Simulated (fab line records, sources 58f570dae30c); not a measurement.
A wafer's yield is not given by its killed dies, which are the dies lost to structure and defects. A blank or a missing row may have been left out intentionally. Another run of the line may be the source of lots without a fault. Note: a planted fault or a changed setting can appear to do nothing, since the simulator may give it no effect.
One fault seen from 2 desks :: flow berkeley_cmos170 :: only its own numbers are on each desk; what lay behind them is given at the end

## THE TOOL OWNER'S DESK: furnace-01
The tool's own readings at UCB170_ACTIVE_OXIDATION_02 (target thk 26.4 nm, ox time 1260 s): means of the sampled wafers that have a number, for each lot that ran on this tool. The brackets show how far a lot's mean lies from the usual mean; more than 4 standard deviations puts the lot out of limits, marked OUT.
Columns: A = spike_tc_centre_C at UCB170_ACTIVE_OXIDATION_02, usual 1003.3 C; B = spike_tc_load_C at UCB170_ACTIVE_OXIDATION_02, usual 1025 C; C = spike_tc_source_C at UCB170_ACTIVE_OXIDATION_02, usual 1023 C; D = tube_center_temp_C at UCB170_ACTIVE_OXIDATION_02, usual 1000 C; E = tube_center_temp_C_max at UCB170_ACTIVE_OXIDATION_02, usual 1002.6
lot: L953
first seen here: day 4 21:00
A: 1003.1
B: 1023
C: 1027
D: 1000
E: 1003.2

lot: L954
first seen here: day 5 06:36
A: 1002.7
B: 1022
C: 1027
D: 1000
E: 1002.5

lot: L955
first seen here: day 5 06:36
A: 1002.9
B: 1023
C: 1027
D: 1000
E: 1002.8

lot: L956
first seen here: day 5 06:36
A: 1002.9
B: 1021
C: 1026
D: 1000
E: 1002.3

lot: L965
first seen here: day 7 09:41
A: 981.9 (-22) OUT
B: 1000 (-8.1) OUT
C: 1006
D: 978 (-99 or more) OUT
E: 981.1 (-52) OUT

lot: L966
first seen here: day 7 09:41
A: 981.1 (-22) OUT
B: 1001 (-7.8) OUT
C: 1005 (-4.0) OUT
D: 979 (-99 or more) OUT
E: 981.1 (-53) OUT

lot: L967
first seen here: day 7 09:41
A: 980.8 (-23) OUT
B: 1000 (-8.2) OUT
C: 1005 (-4.0) OUT
D: 978 (-99 or more) OUT
E: 981.0 (-53) OUT
This desk's finding: out of limits on L965, L966, L967; first on L965, day 7 09:41 (spike_tc_centre_C at UCB170_ACTIVE_OXIDATION_02). In limits: L953, L954, L955, L956.

## FROM THE METROLOGY DESK
Means of the sampled wafers that have a number, per lot and without regard to the tool the lot ran on: this is what the gauges read. The brackets show how far a lot's mean lies from the usual mean; more than 4 standard deviations puts the lot out of limits, marked OUT.
Columns: A = PWELL_NITRIDE_THK at UCB170_PWELL_THK_MEAS_06, usual 218.8 nm; B = ACTIVE_OXIDE_THK at UCB170_ACTIVE_THK_MEAS_03, usual 26.4 nm; C = cd_nm at UCB170_ACTIVE_CD_MEAS_13, usual 1199.5 nm; D = PFIELD_OVL at UCB170_PFIELD_OVL_MEAS_06, usual -2 nm
lot: L952
first seen here: day 3 11:03
A: 217.2
B: 26.1
C: 1201.0
D: -5

lot: L953
first seen here: day 3 18:14
A: 220.2
B: 26.6
C: 1200.1
D: 5

lot: L954
first seen here: day 4 03:16
A: 220.2
B: 25.5
C: 1199.9
D: -8

lot: L955
first seen here: day 4 03:16
A: 220.8
B: 26.1
C: 1200.8
D: 1

lot: L956
first seen here: day 4 03:17
A: 220.9
B: 26.1
C: 1200.9
D: -5

lot: L957
first seen here: day 4 11:59
A: 220.4
B: 26.2
C: 1197.8
D: -3

lot: L958
first seen here: day 4 17:27
A: 217.4
B: 26.4
C: 1198.8
D: -6

lot: L959
first seen here: day 4 17:29
A: 220.7
B: 25.7
C: 1198.4
D: 11

lot: L960
first seen here: day 4 22:57
A: 221.9
B: 25.9
C: 1201.6
D: -2

lot: L961
first seen here: day 5 05:32
A: 218.1
B: 26.1
C: 1199.3
D: -3

lot: L965
first seen here: day 6 02:49
A: 217.8
B: 21.8 (-8.0) OUT
C: 1198.9
D: -1

lot: L966
first seen here: day 6 02:49
A: 215.5
B: 20.6 (-10) OUT
C: 1200.5
D: -2

lot: L967
first seen here: day 6 12:45
A: 215.5
B: 21.2 (-9.1) OUT
C: 1198.3
D: 1

lot: L974
first seen here: day 8 02:43
A: 219.1
B: 27.2
C: 1200.4
D: 4

lot: L975
first seen here: day 8 13:27
A: 220.2
B: 26.0
C: 1199.5
D: 4
This desk reports L965, L966, L967 out of limits; the earliest was L965 at day 7 11:02 (ACTIVE_OXIDE_THK at UCB170_ACTIVE_THK_MEAS_03). In limits: L952, L953, L954, L955, L956, L957, L958, L959, L960, L961, L974, L975.

## BROUGHT TOGETHER
At day 7 09:41, on L965, L966, L967, the tool owner's desk was in a position to raise an alarm.
On L965, L966, L967, the metrology desk was in a position to raise an alarm at day 7 11:02.
Every lot named ran UCB170_ACTIVE_OXIDATION_02 on furnace-01.

## WHAT THE SIMULATOR PUT IN
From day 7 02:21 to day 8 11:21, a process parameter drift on furnace-01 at UCB170_ACTIVE_OXIDATION_02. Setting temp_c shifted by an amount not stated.
Struck lots among those shown: L965, L966, L967.
Delay (hours) between the fault's onset and each desk's first out-of-limits reading: 7 at the tool owner's desk, 9 at the metrology desk.
